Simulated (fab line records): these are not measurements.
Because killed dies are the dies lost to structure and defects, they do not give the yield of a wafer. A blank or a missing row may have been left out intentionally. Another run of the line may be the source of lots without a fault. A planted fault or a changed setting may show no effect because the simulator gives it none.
Comparing a struck lot with a sound one	flow rit_cmos	15 steps out of a route of 202
Sound: wafers L471.3, L471.4, L471.5. Struck: wafer L477.2. (L477.1, L477.5 of the same lot were not struck and are left out.) The cause comes at the end.
For every step that has rows: the tool of each side, followed by ch and its chambers, followed by its first start. Under that, the readings that differ: sound wafers	struck wafers	difference of the means	sigmas: that difference in standard deviations of wafers without a fault.
alike: a reading whose means differ by less than 2 such deviations, as well as words and numbers matching on both sides. not compared: withheld readings; readings where some wafer has no value; bounds like >300 that might hide an equal value; numbers whose values overlap and for which the record gives no deviation.
A row with sigmas, a row that says differs or no value, or rows on one side alone: a step with any of these is where the two part. Numbers that have no deviation but don't overlap get no sigmas and don't part them. Lack of a reading on every wafer of one side parts them only where that side has two or more wafers.

RIT_M1_SPUTTER_00: material Al, target thk 400 nm, time 500 s.
  struck on pvd_sputter-02, day 5 14:20; sound on pvd_sputter-03, day 4 10:42
reading	sound	struck	difference	sigmas
throttle_valve_pct (%)	31.4 32.0 32.0	29.4	-2.4	-2
RIT_M1_RS_MEAS_01: a four-point-probe measurement.
  struck on film_metro-04, day 5 14:38; sound on film_metro-03, day 4 11:02
  alike: M1_AL_RS
RIT_M1_THK_MEAS_02: measures by xrf.
  struck on film_metro-04, day 5 14:46; sound on film_metro-03, day 4 11:08
  alike: M1_AL_THK
then, 6 steps without rows for these wafers: RIT_M1_HMDS_03 (prime time 60 s); RIT_M1_COAT_04 (resist thk 1300 nm); RIT_M1_SOFTBAKE_05 (time 60 s); RIT_M1_EXPOSE_06 (exposes mask M12, target cd 2600 nm); RIT_M1_PEB_07; RIT_M1_DEVELOP_08 (develop time 68 s).
RIT_M1_CD_MEAS_09: target cd 2600 nm.
  struck on cd_sem-02, day 5 15:42; sound on cd_sem-02, day 4 12:13
  alike: cd_nm
RIT_M1_OVL_MEAS_10:
  struck on overlay-02, day 5 15:49; sound on overlay-01, day 4 12:18
  alike: M1_OVL
then, 1 step without rows for these wafers: RIT_M1_HARDBAKE_11 (time 120 s).
RIT_M1_METAL_ETCH_12: etches Al in Cl2/BCl3, stops on SiO2, time 165 s, target depth 600 nm.
  sound on rie_metal-04 ch 0,1, day 4 12:39; struck on rie_metal-04 ch 0, day 5 16:06
reading	sound	struck	difference	sigmas
over_etch_frac	0.5 0.5 0.5	0.45402	-0.04598	
rf_hours_counter_h (h)	- - -	6	no value on the sound wafers	
model.NOVOLAK_of_M1_COAT_04.thk_nm (nm)	788.9 789 787.1	805.3	+17.0	
  alike: drypump_motor_current_A, oes_product_au, throttle_valve_pct
then, 1 step without rows for these wafers: RIT_M1_STRIP_13 (strips in nmp, time 600 s).
RIT_M1_PROBE_99:
  struck on prober-01, day 5 18:25; sound on prober-01, day 4 14:59
  alike: defect_limited_yield, killed_at_contacts, killed_at_front_end, killed_dies, killed_open, killed_short

WHERE THEY PART
Last at RIT_M1_METAL_ETCH_12 as far as this record goes, first at RIT_M1_SPUTTER_00. Later steps at which nothing parts them and some readings are alike: RIT_M1_PROBE_99.

WHY: what the simulator had put in
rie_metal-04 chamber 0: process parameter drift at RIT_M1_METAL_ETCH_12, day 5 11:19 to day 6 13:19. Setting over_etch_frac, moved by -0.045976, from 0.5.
